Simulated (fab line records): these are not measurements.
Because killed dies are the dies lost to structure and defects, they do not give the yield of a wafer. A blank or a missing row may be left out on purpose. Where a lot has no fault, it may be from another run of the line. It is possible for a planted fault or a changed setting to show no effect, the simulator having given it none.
Check of tool commonality    flow berkeleyCmos170    Lots sampled 13, wafers sampled 45

## WHY THIS WAS OPENED
At UCB170_PVT_TW_MEAS_09 the reading PVT_TW is flagged on 2 of 13 lots. Fault-free wafers read 508, with a standard deviation of 3.3.
Rule: flag the lot when none of its wafers has a number, or when each of its wafers that has one lies beyond 4 standard deviations from that mean. All remaining lots are regarded as sound.

lot   measured      on            PVT_TW, wafer by wafer         flag
L310  day 6 01:05   filmMetro-03  511 514 512                    
L311  day 6 11:54   filmMetro-03  514 513 513                    
L313  day 6 13:25   filmMetro-02  504 504 501                    
L319  day 7 18:19   filmMetro-04  1052 1041 1049 1049 1038 1045  FLAGGED
L317  day 7 18:29   filmMetro-03  514 510 511                    
L318  day 7 18:46   filmMetro-04  1043 1045 1046 1042 1044 1046  FLAGGED
L322  day 8 12:53   filmMetro-03  509 509 511                    
L323  day 8 12:55   filmMetro-04  508 506 510                    
L326  day 9 14:38   filmMetro-04  507 508 507                    
L327  day 9 14:39   filmMetro-02  507 504 504                    
L324  day 9 14:53   filmMetro-02  505 506 504                    
L331  day 10 04:03  filmMetro-04  504 505 506                    
L333  day 10 22:22  filmMetro-02  502 506 506                    
The numbers of the flagged lots are 1045 on average: +537 against the usual, or +99 or more standard deviations.

## EACH LOT AND THE TOOL IT RAN ON
The record holds 2 process steps before the reading, out of a route of 331 steps. In each cell: the tool, then ch and the chambers that the sampled wafers went through, then the start.
lot   flag     UCB170_ACTIVE_PEB_11             UCB170_PVT_IMPLANT_07
L310           lithoTrack-04 ch 0, day 3 22:50  implanter-01 ch 0, day 6 00:50
L311           lithoTrack-03 ch 0, day 4 14:29  implanter-03 ch 0, day 6 11:40
L313           lithoTrack-03 ch 0, day 5 00:11  implanter-01 ch 0, day 6 13:10
L319  FLAGGED  lithoTrack-02 ch 0, day 6 06:32  implanter-03 ch 0, day 7 18:05
L317           lithoTrack-03 ch 0, day 6 06:14  implanter-01 ch 0, day 7 18:14
L318  FLAGGED  lithoTrack-04 ch 0, day 6 06:05  implanter-03 ch 0, day 7 18:32
L322           lithoTrack-04 ch 0, day 7 02:53  implanter-01 ch 0, day 8 12:38
L323           lithoTrack-04 ch 0, day 7 05:08  implanter-04 ch 0, day 8 12:40
L326           lithoTrack-02 ch 0, day 8 01:14  implanter-01 ch 0, day 9 14:25
L327           lithoTrack-03 ch 0, day 8 00:59  implanter-04 ch 0, day 9 14:26
L324           lithoTrack-04 ch 0, day 8 00:43  implanter-01 ch 0, day 9 14:40
L331           lithoTrack-04 ch 0, day 8 17:22  implanter-04 ch 0, day 10 03:51
L333           lithoTrack-02 ch 0, day 9 10:41  implanter-04 ch 0, day 10 22:07
What is done by these steps:
- UCB170_ACTIVE_PEB_11
- UCB170_PVT_IMPLANT_07
- UCB170_PVT_TW_MEAS_09

## FLAGGED OVER TOTAL, TOOL BY TOOL (the gauges that took the reading come last)
step                   tool           lots run  flagged  share of the flagged lots  sound lots run after its first flagged lot
UCB170_ACTIVE_PEB_11   lithoTrack-02  3         1        some                       2 (L326,L333)
UCB170_ACTIVE_PEB_11   lithoTrack-03  4         0        none                       -
UCB170_ACTIVE_PEB_11   lithoTrack-04  6         1        some                       4 (L322,L323,L324,L331)
UCB170_PVT_IMPLANT_07  implanter-01   6         0        none                       -
UCB170_PVT_IMPLANT_07  implanter-03   3         2        all                        0
UCB170_PVT_IMPLANT_07  implanter-04   4         0        none                       -
UCB170_PVT_TW_MEAS_09  filmMetro-02   4         0        none                       -
UCB170_PVT_TW_MEAS_09  filmMetro-03   4         0        none                       -
UCB170_PVT_TW_MEAS_09  filmMetro-04   5         2        all                        3 (L323,L326,L331)

## WHAT THE TABLE PERMITS
In 2 table rows, all flagged lots were run: implanter-03 (UCB170_PVT_IMPLANT_07), filmMetro-04 (UCB170_PVT_TW_MEAS_09).
- implanter-03 at UCB170_PVT_IMPLANT_07: 2 of its 3 lots flagged. Last sound lot L311 at day 6 11:40, first flagged lot L319 at day 7 18:05; a fault beginning in between fits. Its own readings lie more than 4 standard deviations out on every wafer of the flagged lots: doseIonsCm2, faradayCurrentUA.
- filmMetro-04 at UCB170_PVT_TW_MEAS_09: 2 of its 5 lots flagged. After the first flagged lot (L323, L326, L331), sound lots still ran on it; a lasting fault on the whole tool would not permit that.
Just one tool remains: implanter-03 at UCB170_PVT_IMPLANT_07.

## WHAT HAD BEEN PUT IN BY THE SIMULATOR
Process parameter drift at UCB170_PVT_IMPLANT_07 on implanter-03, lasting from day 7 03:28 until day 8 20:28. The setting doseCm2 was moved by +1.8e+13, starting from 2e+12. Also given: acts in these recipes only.
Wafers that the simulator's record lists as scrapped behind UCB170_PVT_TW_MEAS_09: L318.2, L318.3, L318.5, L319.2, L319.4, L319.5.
Lots struck among those shown: L319, L318. The rule above found the same.
